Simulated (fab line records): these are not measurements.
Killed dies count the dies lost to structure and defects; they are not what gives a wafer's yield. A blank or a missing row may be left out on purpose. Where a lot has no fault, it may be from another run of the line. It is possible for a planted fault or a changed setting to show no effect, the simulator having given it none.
The tool behind it: which one? ; flow rit-cmos ; 24 wafers from 8 lots sampled at 5 of the route's 202 steps

## WHAT THE GAUGES READ, wafer by wafer
RIT_ACTIVE_THK_MEAS_04.
lot;measured;on;ACTIVE_NITRIDE_THK (nm)
L982;day 1 13:32;film-metro-02;148.0 146.9 147.6
L983;day 1 18:34;film-metro-03;148.0 148.3 148.2
L984;day 1 23:32;film-metro-02;151.0 149.7 149.9
L985;day 2 04:32;film-metro-04;148.5 149.7 148.3
L989;day 3 00:32;film-metro-04;119.4 118.8 118.7
L990;day 3 05:32;film-metro-04;117.5 117.4 117.9
L100;day 5 07:32;film-metro-03;149.8 149.4 150.9
L103;day 5 22:41;film-metro-02;150.4 148.5 149.2

RIT_NWELL_TW_MEAS_10.
lot;measured;on;NWELL_TW
L982;day 1 21:50;film-metro-02;2134 2130 2129
L983;day 2 06:12;film-metro-02;2151 2143 2149
L984;day 2 07:30;film-metro-04;2143 2146 2125
L985;day 2 12:06;film-metro-02;2151 2150 2132
L989;day 3 07:47;film-metro-02;2152 2143 2160
L990;day 3 13:09;film-metro-04;2154 2149 2155
L100;day 5 15:34;film-metro-02;2132 2137 2152
L103;day 6 07:30;film-metro-02;2125 2128 2118

RIT_PLDD_TW_MEAS_10.
lot;measured;on;PLDD_TW
L982;day 2 22:28;film-metro-03;2348 2345 2337
L983;day 3 05:03;film-metro-04;2350 2351 2354
L984;day 3 10:58;film-metro-04;2346 2355 2352
L985;day 3 11:04;film-metro-03;2349 2358 2340
L989;day 4 06:55;film-metro-02;2321 2319 2330
L990;day 4 12:42;film-metro-02;2348 2329 2332
L100;day 6 12:42;film-metro-03;2342 2348 2344
L103;day 7 05:21;film-metro-04;2342 2351 2362

## EACH LOT AND THE TOOL THAT RAN IT (in order: tool; ch and the chambers of the sampled wafers; start)
lot;RIT_ACTIVE_CVD_03;RIT_ACTIVE_ETCH_13
L982;lpcvd-02 ch 0, day 1 12:07;rie-diel-01 ch 0,2, day 1 14:43
L983;lpcvd-02 ch 0, day 1 17:07;rie-diel-03 ch 1,2, day 1 19:50
L984;lpcvd-01 ch 0, day 1 22:07;rie-diel-02 ch 0,3, day 2 00:43
L985;lpcvd-02 ch 0, day 2 03:07;rie-diel-02 ch 0,2,3, day 2 05:51
L989;lpcvd-01 ch 0, day 2 23:07;rie-diel-02 ch 1,2, day 3 01:46
L990;lpcvd-01 ch 1, day 3 04:07;rie-diel-03 ch 0,1,3, day 3 06:43
L100;lpcvd-02 ch 0, day 5 06:07;rie-diel-03 ch 0,1,3, day 5 08:43
L103;lpcvd-02 ch 1, day 5 21:16;rie-diel-01 ch 0,1,3, day 6 00:05
- RIT_ACTIVE_CVD_03: deposits Si3N4 from SiH2Cl2/NH3, target thk 150 nm, time 1500 s.
- RIT_ACTIVE_ETCH_13: etches Si3N4 in SF6, stops on SiO2, time 210 s, target depth 210 nm.

## AS READ BY THE TOOLS THEMSELVES (means over the sampled wafers that have a number; for cases with no such wafer, the mark the record gives instead)
RIT_ACTIVE_CVD_03.
lot;tool;susceptor-temp-C (C)
L982;lpcvd-02;810.1
L983;lpcvd-02;810.2
L984;lpcvd-01;810.3
L985;lpcvd-02;810.2
L989;lpcvd-01;809.7
L990;lpcvd-01;810.0
L100;lpcvd-02;809.6
L103;lpcvd-02;810.5

RIT_ACTIVE_ETCH_13.
lot;tool;drypump-motor-current-A (A);oes-product-au (a.u.);throttle-valve-pct (%)
L982;rie-diel-01;5.6;0.810;7.56
L983;rie-diel-03;5.4;0.815;7.41
L984;rie-diel-02;5.3;0.824;7.62
L985;rie-diel-02;5.3;0.821;7.58
L989;rie-diel-02;5.2;0.723;7.47
L990;rie-diel-03;5.7;0.719;7.51
L100;rie-diel-03;5.7;0.816;7.52
L103;rie-diel-01;5.7;0.811;7.49

## THE ANSWER, worked out from the rows above alone
Rule: the usual values come from the lots themselves. Put in order of their means at a reading, lots are off if they are a third of the lots or fewer, leave a main group of 4 or more, and stand apart from it by a gap of 3 or more times the standard deviation of the main group's means; of several such gaps the widest counts. The tables above print the reading to a certain number of digits; a main group whose means all agree to those digits is not used. A lot without any number at a reading at which 4 lots or more have one is off too. Any other lot the step has rows for is counted as sound. The gauges are gone through in route order, then the tools' own readings, and for those a lot's mean is taken as printed above. At the first step where some lot is off, the reading lying furthest off is the one used; lots without a number count as furthest.
Off: L989, L990, at RIT_ACTIVE_THK_MEAS_04 (ACTIVE_NITRIDE_THK). Main group: mean 149.0 nm, sd 0.97.
If a tool, at a process step before that reading, ran all the lots that are off and no sound lot after the first of them, it fits. Not tried: the gauges at RIT_ACTIVE_THK_MEAS_04; whatever is off there is also off at RIT_ACTIVE_ETCH_13, on other tools, and gauge error can't account for it. One fits: lpcvd-01 at RIT_ACTIVE_CVD_03. A fault onset in the window from L984 (day 1 22:07, its last sound lot) to L989 (day 2 23:07, its first lot off) fits.

## WHAT THE SIMULATOR PUT IN
Site profile drift: lpcvd-01, from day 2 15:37 on, at RIT_ACTIVE_CVD_03. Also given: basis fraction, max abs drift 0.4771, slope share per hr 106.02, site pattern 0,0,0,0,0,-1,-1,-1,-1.
Struck lots among those shown: L989, L990. The rule above reached the same finding.
